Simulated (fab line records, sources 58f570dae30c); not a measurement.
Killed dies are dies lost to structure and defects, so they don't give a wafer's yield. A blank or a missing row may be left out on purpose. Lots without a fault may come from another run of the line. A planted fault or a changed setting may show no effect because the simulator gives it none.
Which tool did it? | flow berkeley_cmos170 | 15 lots, 45 wafers sampled, at 4 steps of a route of 331

WHAT THE GAUGES READ, wafer by wafer
UCB170_START_BOW_MEAS_00.
lot  | measured    | on            | INCOMING_BOW (um)
L280 | day 1 10:02 | film_metro-02 | 0 5 5
L281 | day 1 15:01 | film_metro-01 | 8 -5 1
L282 | day 1 20:01 | film_metro-01 | -5 -1 -9
L283 | day 2 01:02 | film_metro-04 | -2 4 14
L284 | day 2 06:00 | film_metro-01 | -11 -11 -7
L285 | day 2 11:02 | film_metro-01 | 1 -1 6
L286 | day 2 16:00 | film_metro-02 | 7 0 -7
L287 | day 2 21:00 | film_metro-04 | -5 1 4
L290 | day 3 12:01 | film_metro-01 | -6 7 10
L296 | day 4 18:01 | film_metro-02 | -1 8 -12
L297 | day 4 23:02 | film_metro-02 | 0 -9 0
L299 | day 5 09:01 | film_metro-04 | 5 7 12
L300 | day 5 14:01 | film_metro-02 | -8 5 -6
L301 | day 5 19:00 | film_metro-02 | -13 0 -3
L303 | day 6 05:00 | film_metro-04 | -7 -5 2

UCB170_WELLDRIVE_THK_MEAS_02.
lot  | measured    | on            | WELLDRIVE_OXIDE_THK (nm)
L280 | day 3 12:47 | film_metro-03 | 199 200 198
L281 | day 4 02:08 | film_metro-02 | 198 200 196
L282 | day 4 02:08 | film_metro-03 | 201 200 203
L283 | day 4 11:24 | film_metro-02 | 191 195 195
L284 | day 4 19:08 | film_metro-01 | 194 193 194
L285 | day 4 19:09 | film_metro-03 | 187 192 192
L286 | day 5 04:33 | film_metro-01 | 206 206 201
L287 | day 5 09:19 | film_metro-03 | 199 199 200
L290 | day 5 17:44 | film_metro-02 | 199 201 201
L296 | day 7 00:05 | film_metro-02 | 202 198 200
L297 | day 7 08:21 | film_metro-01 | 199 197 198
L299 | day 7 13:05 | film_metro-01 | 200 200 197
L300 | day 8 01:05 | film_metro-03 | 204 204 204
L301 | day 8 08:05 | film_metro-02 | 193 193 194
L303 | day 8 16:43 | film_metro-03 | 198 197 197

UCB170_M2_CD_MEAS_15: target cd 700 nm.
lot  | measured     | on        | cd_nm (nm)
L280 | day 7 22:09  | cd_sem-01 | 699.5 699.9 699.6
L281 | day 8 19:24  | cd_sem-01 | 701.3 702.5 700.2
L282 | day 8 17:13  | cd_sem-01 | 699.5 699.1 699.3
L283 | day 8 18:25  | cd_sem-02 | 703.2 702.9 701.6
L284 | day 9 03:48  | cd_sem-02 | 697.9 697.0 696.8
L285 | day 9 00:20  | cd_sem-02 | 698.1 696.4 697.2
L286 | day 9 15:46  | cd_sem-01 | 700.7 702.4 702.2
L287 | day 9 14:26  | cd_sem-01 | 699.0 699.4 699.0
L290 | day 10 16:07 | cd_sem-01 | 700.3 699.1 699.3
L296 | day 11 12:13 | cd_sem-01 | 702.0 701.9 700.4
L297 | day 11 22:41 | cd_sem-02 | 701.6 700.8 699.5
L299 | day 12 00:59 | cd_sem-02 | 699.2 697.3 698.8
L300 | day 12 09:23 | cd_sem-02 | 701.6 701.9 701.8
L301 | day 12 12:27 | cd_sem-02 | 699.2 697.5 698.6
L303 | day 13 01:19 | cd_sem-02 | 700.5 700.5 700.3

WHICH TOOL RAN EACH LOT (tool, then ch and the chambers of the sampled wafers, then the start)
lot  | UCB170_M2_PRE_CLEAN_00
L280 | pvd_sputter-01, day 7 18:42
L281 | pvd_sputter-01, day 8 17:21
L282 | pvd_sputter-04, day 8 15:11
L283 | pvd_sputter-01, day 8 16:18
L284 | pvd_sputter-01, day 8 23:14
L285 | pvd_sputter-01, day 8 21:49
L286 | pvd_sputter-04, day 9 13:44
L287 | pvd_sputter-01, day 9 12:25
L290 | pvd_sputter-04, day 10 13:47
L296 | pvd_sputter-02, day 11 09:50
L297 | pvd_sputter-04, day 11 20:22
L299 | pvd_sputter-01, day 11 22:55
L300 | pvd_sputter-02, day 12 05:10
L301 | pvd_sputter-01, day 12 07:34
L303 | pvd_sputter-01, day 12 22:56
- UCB170_M2_PRE_CLEAN_00: preclean etch time 60 s.

WHAT THE TOOLS THEMSELVES READ (means of the sampled wafers that have a number; where no wafer has one, the mark that the record gives instead)
The record holds no such reading with a usual standard deviation.

THE ANSWER, worked out from the rows above alone
Rule: what is usual is taken from the lots themselves. Put in order of their means at a reading, lots are off if they are a third of the lots or fewer, leave a main group of 4 or more, and stand apart from it by a gap of 3 or more times the standard deviation of the main group's means; of several such gaps the widest counts. A main group whose means are all the same, to the digits that the tables above print for the reading, isn't used. A lot without any number at a reading at which 4 lots or more have one is off too. The other lots that the step has rows for count as sound. The gauges are gone through in route order, then the tools' own readings, and for those a lot's mean is taken as printed above. The first step at which some lot is off is used, and at that step the reading that is off furthest; a lot without a number counts as furthest.
No lot is off at any reading shown: from this, nothing can be told.

WHAT THE SIMULATOR HAD PUT IN
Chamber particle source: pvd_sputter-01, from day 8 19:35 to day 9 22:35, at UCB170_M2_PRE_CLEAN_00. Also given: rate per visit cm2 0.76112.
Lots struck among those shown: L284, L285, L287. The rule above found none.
